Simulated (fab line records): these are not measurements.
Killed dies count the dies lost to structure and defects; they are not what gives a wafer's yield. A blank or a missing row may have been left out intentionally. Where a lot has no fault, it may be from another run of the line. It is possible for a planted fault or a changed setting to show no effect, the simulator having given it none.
8D (eight disciplines) problem report, filled in by code -- flow berkeley cmos170 -- the parts of the form that need people (team, actions taken, sign-off) are left out

== 1. WHAT WENT WRONG ==
CONTACT_PSG_THK at UCB170_CONTACT_THK_MEAS_02 reads a mean of 769 nm on 3 wafers of 1 lot; wafers without a fault read 722 nm with a standard deviation of 5.7. That is +8.3 standard deviations from the usual mean.
The first sign was on wafer L923.2 at day 9 13:51, on film metro-02. The record holds 39 wafers of 13 lots with a number at this step. By rule, "out" or "out of limits" means more than 4 standard deviations away from the usual mean. The rest of the wafers with a number are treated as sound.

== 2. WHAT IT IS, WHAT IT ISN'T ==
question,is,is not
which readings at this step,CONTACT_PSG_THK,-
which lots,L923,"L916, L917, L918, L920, L922, L927, L928, L929, L930, L931, L932, L934"
which wafers of those lots,all that have a number,-
read on which gauges,film metro-02,"film metro-03, film metro-04"
when,from day 9 13:51,"up to then (9 sound wafers); but 27 sound wafers of L920, L922, L927, L928, L929, L930, L931, L932, L934 came after"

== 3. SUSPECTS, AND WHAT RULES EACH OUT ==
Counting: a tool at a process step up to the reading stays a suspect if it ran every lot that is out and no sound lot after the first of them.
- the gauge at UCB170_CONTACT_THK_MEAS_02: kept. All the wafers that are out were read on film metro-02, and no step on other tools shows them out.
- rtp anneal-02 at UCB170_SDANNEAL_RTA_01 (time 5 s): ruled out as a lasting fault. The sound lots L922, L929, L931, L930 went through it after L923, its earliest lot that is out (day 9 10:58).
- lpcvd-01 at UCB170_CONTACT_CVD_01 (deposits PSG from SiH4/O2/PH3, target thk 700 nm, time 2820 s): ruled out as a lasting fault. The sound lots L928 went through it after L923, its earliest lot that is out (day 9 12:04).
After counting, what remains is film metro-02 at UCB170_CONTACT_THK_MEAS_02.

== 4. THE CAUSE (what the simulator had put in) ==
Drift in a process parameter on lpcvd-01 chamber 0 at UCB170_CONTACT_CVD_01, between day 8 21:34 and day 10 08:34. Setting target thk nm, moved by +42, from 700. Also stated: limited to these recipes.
It was ruled out by counting, in error; the rule expects a fault to strike all lots run on its tool from its start on, and this fault did not.

== 5. THE EFFECT CHAIN, in route order ==
Each row: a reading where the mean over the struck wafers with a number is more than 3 standard deviations away from the usual. Readings are gone through only where the record gives a usual standard deviation; hours: the median, over the lots, of the time from a lot's start at the first step in this table giving one to that lot's start at this step; sigmas: the change measured in usual standard deviations.
hours,step,reading,usual,on struck wafers,change,sigmas
0,UCB170_CONTACT_THK_MEAS_02,CONTACT_PSG_THK,722 nm,769,+47,+8.3
At these later measuring or inspecting steps, every struck wafer for which the step has a row has a number for every such reading, and none has moved that far: UCB170_CONTACT_CD_MEAS_90, UCB170_M1_CD_MEAS_09.

== 6. WHAT WOULD HAVE CAUGHT IT SOONER ==
The first out-of-limits reading at a measuring or inspecting step in this record came at day 9 13:51, 16 hours after the fault's start at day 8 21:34.
